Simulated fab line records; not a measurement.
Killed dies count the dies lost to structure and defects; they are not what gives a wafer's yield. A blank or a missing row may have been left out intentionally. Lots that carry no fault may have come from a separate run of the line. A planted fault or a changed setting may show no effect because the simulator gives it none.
A lot that was struck, set against a sound lot ; flow rit_cmos ; 15 steps out of a route of 202
Sound: the wafers L892.1, L892.3, L892.6. Struck: wafers L904.1, L904.4, L904.6. The cause comes at the end.
Per side, at each step with rows, come the tool, then ch with its chambers, and then its first start. Under that, the readings that differ: sound wafers ; struck wafers ; difference of the means ; sigmas: that difference in standard deviations of wafers without a fault.
alike: readings with means less than 2 such deviations apart, plus words and numbers identical on both sides. not compared: withheld readings, readings lacking a value on some wafer, bounds such as >300 that could conceal the same value, and numbers that have no deviation in the record and whose values overlap.
A row with sigmas, a row that says differs or no value, or rows on one side alone: a step with any of these is where the two part. Numbers that don't overlap but have no deviation are shown without sigmas and don't part them. Lack of a reading on every wafer of one side parts them only where that side has two or more wafers.

first, 5 steps without rows for these wafers: RIT_NLDD_COAT_01 (resist thk 1000 nm); RIT_NLDD_SOFTBAKE_02 (time 60 s); RIT_NLDD_EXPOSE_03 (exposes mask M7, target cd 40700 nm); RIT_NLDD_PEB_04; RIT_NLDD_DEVELOP_05 (develop time 50 s).
RIT_NLDD_OVL_MEAS_06:
  sound on overlay-01 at day 3 09:07; struck on overlay-02 at day 5 23:37
  alike: NLDD_OVL
then, 2 steps without rows for these wafers: RIT_NLDD_HARDBAKE_07 (time 60 s); RIT_NLDD_IMPLANT_08.
RIT_NLDD_STRIP_09: strips in O2, time 180 s.
  sound on plasma_asher-03 ch 0,1, day 3 09:28; struck on plasma_asher-04 ch 0,1, day 5 23:56
  alike: drypump_motor_current_A
  not compared: rf_hours_counter_h
RIT_NLDD_TW_MEAS_10:
  sound on film_metro-03 at day 3 09:38; struck on film_metro-04 at day 6 00:07
  alike: NLDD_TW
then, 2 steps without rows for these wafers: RIT_PLDD_HMDS_00 (prime time 60 s); RIT_PLDD_COAT_01 (resist thk 1000 nm).
RIT_PLDD_SOFTBAKE_02: time 60 s.
  sound on litho_track-02 ch 0, day 3 09:59; struck on litho_track-03 ch 0, day 6 00:29
reading;sound;struck;difference;sigmas
run_length_s (s);88.87 88.87 88.88;97.32 97.46 97.22;+8.46;+60
then, 1 step without rows for these wafers: RIT_PLDD_EXPOSE_03 (exposes mask M8, target cd 40900 nm).
RIT_M1_PROBE_99:
  sound on prober-02 at day 4 00:38; struck on prober-01 at day 6 15:25
  alike: killed_at_contacts, killed_at_front_end, killed_dies, killed_on_rim, killed_open, killed_short

## WHERE THEY PART
Within this record, at RIT_PLDD_SOFTBAKE_02 only. Later steps at which nothing parts them and some readings are alike: RIT_M1_PROBE_99.

WHY: the cause the simulator had injected
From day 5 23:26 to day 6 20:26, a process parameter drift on litho_track-03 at RIT_PLDD_SOFTBAKE_02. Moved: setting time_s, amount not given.
